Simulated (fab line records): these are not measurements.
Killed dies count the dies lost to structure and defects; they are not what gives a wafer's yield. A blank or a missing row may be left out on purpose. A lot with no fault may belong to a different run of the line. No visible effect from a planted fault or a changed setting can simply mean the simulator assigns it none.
The tool behind it: which one? + flow berkeley_cmos170 + 13 lots with 39 wafers sampled at 6 steps, on a route of 331 steps

## WHAT EACH GAUGE READ, for each wafer
UCB170_PWELL_THK_MEAS_06. Usual: PWELL_NITRIDE_THK gives 220.7 nm (standard deviation 2.2).
| lot  | measured    | on            | PWELL_NITRIDE_THK (nm) | flag |
|------|-------------|---------------|------------------------|------|
| L355 | day 3 14:01 | film_metro-04 | 224.0 221.9 221.6      |      |
| L356 | day 3 20:08 | film_metro-04 | 219.2 220.3 217.3      |      |
| L359 | day 4 04:25 | film_metro-03 | 220.0 218.8 219.4      |      |
| L357 | day 4 04:30 | film_metro-03 | 219.2 220.7 220.9      |      |
| L360 | day 4 13:40 | film_metro-02 | 221.0 221.1 221.1      |      |
| L362 | day 4 23:44 | film_metro-02 | 219.8 218.5 218.2      |      |
| L364 | day 5 11:43 | film_metro-04 | 219.6 219.6 218.2      |      |
| L367 | day 6 00:43 | film_metro-03 | 218.8 218.8 217.3      |      |
| L369 | day 6 09:19 | film_metro-04 | 218.6 220.7 219.6      |      |
| L371 | day 7 03:35 | film_metro-03 | 219.9 219.4 220.4      |      |
| L374 | day 7 11:29 | film_metro-04 | 221.4 224.2 224.0      |      |
| L375 | day 8 04:01 | film_metro-02 | 219.6 217.0 217.8      |      |
| L377 | day 8 07:41 | film_metro-03 | 227.9 226.8 227.7      | OFF  |

UCB170_M3_RS_MEAS_02: measurement is done with a four-point probe. Usual: M3_AL_RS gives 0.0320 ohm/sq (standard deviation 0.00037).
| lot  | measured     | on            | M3_AL_RS (ohm/sq)    | flag |
|------|--------------|---------------|----------------------|------|
| L355 | day 9 06:25  | film_metro-04 | 0.0318 0.0318 0.0323 |      |
| L356 | day 9 12:49  | film_metro-04 | 0.0321 0.0324 0.0322 |      |
| L359 | day 9 19:59  | film_metro-01 | 0.0320 0.0318 0.0318 |      |
| L357 | day 9 18:40  | film_metro-01 | 0.0316 0.0320 0.0326 |      |
| L360 | day 9 21:44  | film_metro-01 | 0.0314 0.0313 0.0315 |      |
| L362 | day 10 11:30 | film_metro-01 | 0.0327 0.0327 0.0331 |      |
| L364 | day 10 23:47 | film_metro-01 | 0.0319 0.0322 0.0321 |      |
| L367 | day 11 09:40 | film_metro-01 | 0.0318 0.0312 0.0319 |      |
| L369 | day 11 19:04 | film_metro-01 | 0.0316 0.0313 0.0318 |      |
| L371 | day 12 12:53 | film_metro-02 | 0.0317 0.0322 0.0322 |      |
| L374 | day 12 16:29 | film_metro-02 | 0.0323 0.0322 0.0323 |      |
| L375 | day 13 11:14 | film_metro-02 | 0.0319 0.0323 0.0322 |      |
| L377 | day 13 20:50 | film_metro-04 | 0.0414 0.0320 0.0318 | OFF  |

UCB170_M3_THK_MEAS_03: measures by xrf. Usual: M3_AL_THK gives 895 nm (standard deviation 12).
| lot  | measured     | on            | M3_AL_THK (nm) | flag |
|------|--------------|---------------|----------------|------|
| L355 | day 9 06:32  | film_metro-04 | 904 900 886    |      |
| L356 | day 9 12:56  | film_metro-04 | 898 890 888    |      |
| L359 | day 9 20:07  | film_metro-01 | 901 905 899    |      |
| L357 | day 9 18:45  | film_metro-01 | 911 902 878    |      |
| L360 | day 9 21:51  | film_metro-01 | 915 919 914    |      |
| L362 | day 10 11:37 | film_metro-01 | 885 879 872    |      |
| L364 | day 10 23:53 | film_metro-01 | 903 891 897    |      |
| L367 | day 11 09:46 | film_metro-01 | 902 915 894    |      |
| L369 | day 11 19:11 | film_metro-01 | 908 913 901    |      |
| L371 | day 12 13:00 | film_metro-02 | 893 887 887    |      |
| L374 | day 12 16:37 | film_metro-02 | 881 888 882    |      |
| L375 | day 13 11:22 | film_metro-02 | 889 884 881    |      |
| L377 | day 13 20:56 | film_metro-04 | 694 896 900    | OFF  |

## EACH LOT AND THE TOOL THAT RAN IT (in order: tool; ch and the chambers of the sampled wafers; start)
| lot  | UCB170_PWELL_ETCH_14              | UCB170_SPACER_CVD_00            | UCB170_M3_SPUTTER_01         |
|------|-----------------------------------|---------------------------------|------------------------------|
| L355 | rie_diel-03 ch 0,1, day 3 15:45   | pecvd-02 ch 0,1, day 7 19:29    | pvd_sputter-01, day 9 06:20  |
| L356 | rie_diel-04 ch 0,1, day 3 21:05   | pecvd-01 ch 0,2, day 8 03:48    | pvd_sputter-04, day 9 12:44  |
| L359 | rie_diel-01 ch 0,2,3, day 4 06:08 | pecvd-02 ch 0,2, day 8 12:44    | pvd_sputter-02, day 9 19:55  |
| L357 | rie_diel-04 ch 0,2,3, day 4 06:37 | pecvd-03 ch 0,1,2, day 8 13:11  | pvd_sputter-01, day 9 18:31  |
| L360 | rie_diel-01 ch 0,2,3, day 4 15:25 | pecvd-01 ch 1,2, day 8 13:10    | pvd_sputter-01, day 9 21:38  |
| L362 | rie_diel-01 ch 0,1,2, day 5 01:41 | pecvd-02 ch 0,2, day 9 02:40    | pvd_sputter-01, day 10 11:24 |
| L364 | rie_diel-03 ch 0,1, day 5 13:48   | pecvd-03 ch 0,1,2, day 9 14:35  | pvd_sputter-02, day 10 23:41 |
| L367 | rie_diel-01 ch 0,1,3, day 6 02:28 | pecvd-01 ch 1,2, day 10 01:49   | pvd_sputter-04, day 11 09:34 |
| L369 | rie_diel-03 ch 0,1,2, day 6 11:05 | pecvd-01 ch 0,2, day 10 08:42   | pvd_sputter-01, day 11 18:58 |
| L371 | rie_diel-03 ch 1,2, day 7 04:52   | pecvd-03 ch 0,1,2, day 11 06:23 | pvd_sputter-01, day 12 12:48 |
| L374 | rie_diel-04 ch 0,1,3, day 7 13:12 | pecvd-03 ch 0,1, day 11 07:51   | pvd_sputter-04, day 12 16:24 |
| L375 | rie_diel-03 ch 0,1,3, day 8 05:47 | pecvd-02 ch 0,1,2, day 12 00:56 | pvd_sputter-04, day 13 11:09 |
| L377 | rie_diel-04 ch 1,2, day 8 10:02   | pecvd-01 ch 0,2, day 12 16:39   | pvd_sputter-02, day 13 20:42 |
- UCB170_PWELL_ETCH_14: etches Si3N4 in CH3F/Ar/O2, stops on SiO2, target depth 242 nm, time 151 s.
- UCB170_SPACER_CVD_00: deposits SiO2 from TEOS/O2, target thk 376 nm, time 47 s.
- UCB170_M3_SPUTTER_01: material Al, target thk 900 nm, time 120 s.

## WHAT THE TOOLS THEMSELVES READ (means of the sampled wafers that have a number; where no wafer has one, the mark that the record gives instead)
UCB170_PWELL_ETCH_14. Usual: drypump_motor_current_A 5.68 A, standard deviation 0.25; mfc_ar_sccm 49.99 sccm, standard deviation 0.14; oes_product_au 0.940 a.u., standard deviation 0.015; rf_fwd_power_W 447.8 W, standard deviation 1.6; throttle_valve_pct 8.14 %, standard deviation 0.11.
| lot  | tool        | drypump_motor_current_A (A) | mfc_ar_sccm (sccm) | oes_product_au (a.u.) | rf_fwd_power_W (W) | throttle_valve_pct (%) | flag |
|------|-------------|-----------------------------|--------------------|-----------------------|--------------------|------------------------|------|
| L355 | rie_diel-03 | 5.86                        | 50.00              | 0.939                 | 447.4              | 8.08                   |      |
| L356 | rie_diel-04 | 5.54                        | 50.10              | 0.935                 | 447.0              | 8.11                   |      |
| L359 | rie_diel-01 | 5.64                        | 50.01              | 0.946                 | 446.6              | 8.10                   |      |
| L357 | rie_diel-04 | 5.56                        | 50.07              | 0.937                 | 448.5              | 8.18                   |      |
| L360 | rie_diel-01 | 5.63                        | 49.93              | 0.950                 | 446.6              | 8.09                   |      |
| L362 | rie_diel-01 | 5.61                        | 49.98              | 0.948                 | 446.0              | 8.26                   |      |
| L364 | rie_diel-03 | 5.87                        | 49.96              | 0.926                 | 448.8              | 8.06                   |      |
| L367 | rie_diel-01 | 5.40                        | 49.93              | 0.949                 | 447.9              | 8.10                   |      |
| L369 | rie_diel-03 | 5.70                        | 49.98              | 0.931                 | 448.4              | 8.09                   |      |
| L371 | rie_diel-03 | 5.52                        | 50.04              | 0.932                 | 446.6              | 8.09                   |      |
| L374 | rie_diel-04 | 5.58                        | 49.96              | 0.938                 | 448.0              | 8.17                   |      |
| L375 | rie_diel-03 | 5.87                        | 50.02              | 0.934                 | 449.9              | 8.09                   |      |
| L377 | rie_diel-04 | 5.91                        | 49.99              | 0.949                 | 447.6              | 8.15                   |      |

UCB170_SPACER_CVD_00. Usual: heater_power_w 228 W, standard deviation 63; rf_fwd_power_W 544.9 W, standard deviation 2.6.
| lot  | tool     | heater_power_w (W) | rf_fwd_power_W (W) | flag |
|------|----------|--------------------|--------------------|------|
| L355 | pecvd-02 | 222                | 544.1              |      |
| L356 | pecvd-01 | 167                | 544.9              |      |
| L359 | pecvd-02 | 276                | 543.4              |      |
| L357 | pecvd-03 | 206                | 545.6              |      |
| L360 | pecvd-01 | 256                | 545.7              |      |
| L362 | pecvd-02 | 193                | 543.9              |      |
| L364 | pecvd-03 | 247                | 545.2              |      |
| L367 | pecvd-01 | 220                | 545.4              |      |
| L369 | pecvd-01 | 167                | 546.3              |      |
| L371 | pecvd-03 | 237                | 545.7              |      |
| L374 | pecvd-03 | 268                | 542.3              |      |
| L375 | pecvd-02 | 255                | 544.7              |      |
| L377 | pecvd-01 | 165                | 544.2              |      |

UCB170_M3_SPUTTER_01. Usual: 30.5 % for throttle_valve_pct, sd 1.1.
| lot  | tool           | throttle_valve_pct (%) | flag |
|------|----------------|------------------------|------|
| L355 | pvd_sputter-01 | 29.7                   |      |
| L356 | pvd_sputter-04 | 30.3                   |      |
| L359 | pvd_sputter-02 | 31.0                   |      |
| L357 | pvd_sputter-01 | 31.4                   |      |
| L360 | pvd_sputter-01 | 30.0                   |      |
| L362 | pvd_sputter-01 | 29.9                   |      |
| L364 | pvd_sputter-02 | 29.9                   |      |
| L367 | pvd_sputter-04 | 30.2                   |      |
| L369 | pvd_sputter-01 | 30.0                   |      |
| L371 | pvd_sputter-01 | 30.7                   |      |
| L374 | pvd_sputter-04 | 30.6                   |      |
| L375 | pvd_sputter-04 | 30.3                   |      |
| L377 | pvd_sputter-02 | 30.8                   |      |

## THE ANSWER, worked out from the rows above alone
Rule: a lot counts as off when the mean over its wafers that have a number is more than 3 standard deviations away from the usual mean. Also off: a lot with no number at a reading for which 4 or more lots have one. The other lots that the step has rows for count as sound. After the gauges, taken in route order, come the tools' own readings; for these a lot's mean is taken, as printed above. At the first step where some lot is off, the reading lying furthest off is the one used; lots without a number count as furthest.
Off: L377, seen at UCB170_PWELL_THK_MEAS_06 (PWELL_NITRIDE_THK).
A tool fits if, at a process step before that reading, it ran every lot that is off, and no sound lot after the first of them. Not tried: the gauges at UCB170_PWELL_THK_MEAS_06; whatever is off there is also off at UCB170_M3_RS_MEAS_02, on other tools, and gauge error can't account for it. No candidate that was tried fits.

## WHAT THE SIMULATOR PUT IN
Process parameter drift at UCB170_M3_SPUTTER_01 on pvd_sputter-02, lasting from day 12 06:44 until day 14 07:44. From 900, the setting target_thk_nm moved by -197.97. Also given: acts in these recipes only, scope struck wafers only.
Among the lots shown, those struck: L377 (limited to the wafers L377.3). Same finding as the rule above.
